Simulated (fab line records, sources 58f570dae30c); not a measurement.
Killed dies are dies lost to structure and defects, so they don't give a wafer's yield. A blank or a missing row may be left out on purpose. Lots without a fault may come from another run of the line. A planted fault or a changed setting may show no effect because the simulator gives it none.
A struck lot beside a sound one | flow berkeley_cmos170 | 27 steps out of a route of 331
Sound: wafers L193.2, L193.3, L193.4. Struck: wafers L204.1, L204.3, L204.5. The cause comes at the end.
At each step with rows: each side's tool, then ch and its chambers, then its first start. Under that, the readings that differ: sound wafers | struck wafers | difference of the means | sigmas: that difference in standard deviations of wafers without a fault.
alike: readings whose means differ by less than 2 such deviations, and words and numbers that are the same on both sides. not compared: withheld readings, readings that some wafer has no value for, bounds like >300 that may hide the same value, and numbers for which the record gives no deviation and whose values overlap.
The two part at a step that has a row with sigmas, a row that says differs or no value, or rows on one side only. Numbers that don't overlap but have no deviation are shown without sigmas and don't part them. A reading that every wafer of one side lacks parts them only if that side has two wafers or more.

first, 4 steps without rows for these wafers: UCB170_M2_SOFTBAKE_11 (time 60 s); UCB170_M2_EXPOSE_12 (exposes mask METAL2, target cd 700 nm); UCB170_M2_PEB_13; UCB170_M2_DEVELOP_14 (develop time 45 s).
UCB170_M2_CD_MEAS_15: target cd 700 nm.
  sound on cd_sem-01, day 8 16:31; struck on cd_sem-01, day 10 16:29
  reading    | sound             | struck            | difference | sigmas
  cd_nm (nm) | 699.3 698.6 698.5 | 704.0 704.4 703.8 | +5.3       | +3
UCB170_M2_OVL_MEAS_16:
  sound on overlay-02, day 8 16:38; struck on overlay-02, day 10 16:36
  alike: M2_OVL
UCB170_M2_ETCH_17: etches BARC in N2/H2.
  sound on rie_diel-02 ch 0,1,2, day 8 16:40; struck on rie_diel-01 ch 1,2, day 10 16:38
  alike: drypump_motor_current_A, oes_product_au, throttle_valve_pct
UCB170_M2_METAL_ETCH_18: etches Al in Cl2/BCl3, stops on SiO2, target depth 1170 nm, time 195 s.
  sound on rie_metal-01 ch 0,1, day 8 16:42; struck on rie_metal-01 ch 0,1, day 10 16:41
  alike: drypump_motor_current_A, oes_product_au, throttle_valve_pct
  not compared: rf_hours_counter_h
UCB170_M2_STRIP_19: strips in O2.
  sound on plasma_asher-03 ch 0,1, day 8 16:53; struck on plasma_asher-03 ch 1, day 10 16:52
  alike: drypump_motor_current_A, oes_product_au
  not compared: rf_hours_counter_h
UCB170_M2_CD_MEAS_90: target cd 700 nm.
  sound on cd_sem-02, day 8 17:01; struck on cd_sem-01, day 10 16:58
  alike: cd_nm
UCB170_V2_CVD_00: deposits SiO2 from TEOS/O2, target thk 2000 nm, time 250 s.
  sound on pecvd-02 ch 0,2, day 8 17:07; struck on pecvd-04 ch 1,2, day 10 17:05
  alike: heater_power_w, pressure_mtorr, susceptor_temp_C
  not compared: since_wet_clean_h
UCB170_V2_THK_MEAS_01:
  sound on film_metro-04, day 8 17:16; struck on film_metro-01, day 10 17:14
  alike: V2_TEOS_THK
UCB170_V2_CMP_02: polishes SiO2.
  sound on cmp-02 ch 0,1,2, day 8 17:19; struck on cmp-02 ch 0,1,3, day 10 17:18
  reading                             | sound           | struck         | difference | sigmas
  model.SiO2_of_V2_CVD_00.thk_nm (nm) | 1000 998.9 1000 | 1350 1348 1359 | +353       |
  alike: motor_current_A
UCB170_V2_BOW_MEAS_03:
  sound on film_metro-04, day 8 17:38; struck on film_metro-02, day 10 17:36
  alike: V2_BOW
UCB170_V2_THK_MEAS_04:
  sound on film_metro-04, day 8 17:45; struck on film_metro-02, day 10 17:43
  reading              | sound               | struck               | difference | sigmas
  V2_POLISHED_THK (nm) | 1000.5 998.4 1000.3 | 1350.0 1348.6 1359.8 | +353.1     | +99 or more
then, 7 steps without rows for these wafers: UCB170_V2_CLEAN_05 (cleans in DIW); UCB170_V2_HMDS_06 (prime time 60 s); UCB170_V2_COAT_07 (resist thk 900 nm); UCB170_V2_SOFTBAKE_08 (time 60 s); UCB170_V2_EXPOSE_09 (exposes mask VIA2, target cd 700 nm); UCB170_V2_PEB_10; UCB170_V2_DEVELOP_11 (develop time 45 s).
UCB170_V2_CD_MEAS_12: target cd 700 nm.
  sound on cd_sem-02, day 8 19:02; struck on cd_sem-01, day 10 19:08
  alike: cd_nm
UCB170_V2_OVL_MEAS_13:
  sound on overlay-01, day 8 19:08; struck on overlay-01, day 10 19:15
  alike: V2_OVL
UCB170_V2_ETCH_14: etches SiO2 in CHF3/CF4/Ar, stops on Al, target depth 1250 nm, time 291 s.
  sound on rie_diel-02 ch 0,1,2, day 8 19:10; struck on rie_diel-03 ch 1,2, day 10 19:17
  reading                        | sound             | struck            | difference | sigmas
  oes_product_au (a.u.)          | 0.876 0.899 0.884 | 0.990 1.024 1.010 | +0.122     | +10
  model.etch.depth_nm (nm)       | 1000 998.9 1000   | 1255 1262 1263    | +260       |
  model.V2.feature_depth_nm (nm) | 1000 998.9 1000   | 1255 1262 1263    | +260       |
  alike: drypump_motor_current_A, throttle_valve_pct
  not compared: rf_hours_counter_h
UCB170_V2_STRIP_15: strips in O2.
  sound on plasma_asher-03 ch 0,1, day 8 19:20; struck on plasma_asher-02 ch 0,1, day 10 19:28
  reading                      | sound             | struck            | difference | sigmas
  drypump_motor_current_A (A)  | 5.0 5.0 5.8       | 6.4 6.4 5.5       | +0.8       | +2
  strip_time_to_endpoint_s (s) | 15.36 15.33 15.46 | 15.24 15.23 15.20 | -0.16      | -2
  alike: oes_product_au
  not compared: rf_hours_counter_h
UCB170_M3_PROBE_99:
  the record has rows for the struck wafers here (prober-02, day 10 22:35) and none for the sound ones

WHERE THEY PART
First at UCB170_M2_CD_MEAS_15; last, within this record, at UCB170_M3_PROBE_99.

WHY: what the simulator had put in
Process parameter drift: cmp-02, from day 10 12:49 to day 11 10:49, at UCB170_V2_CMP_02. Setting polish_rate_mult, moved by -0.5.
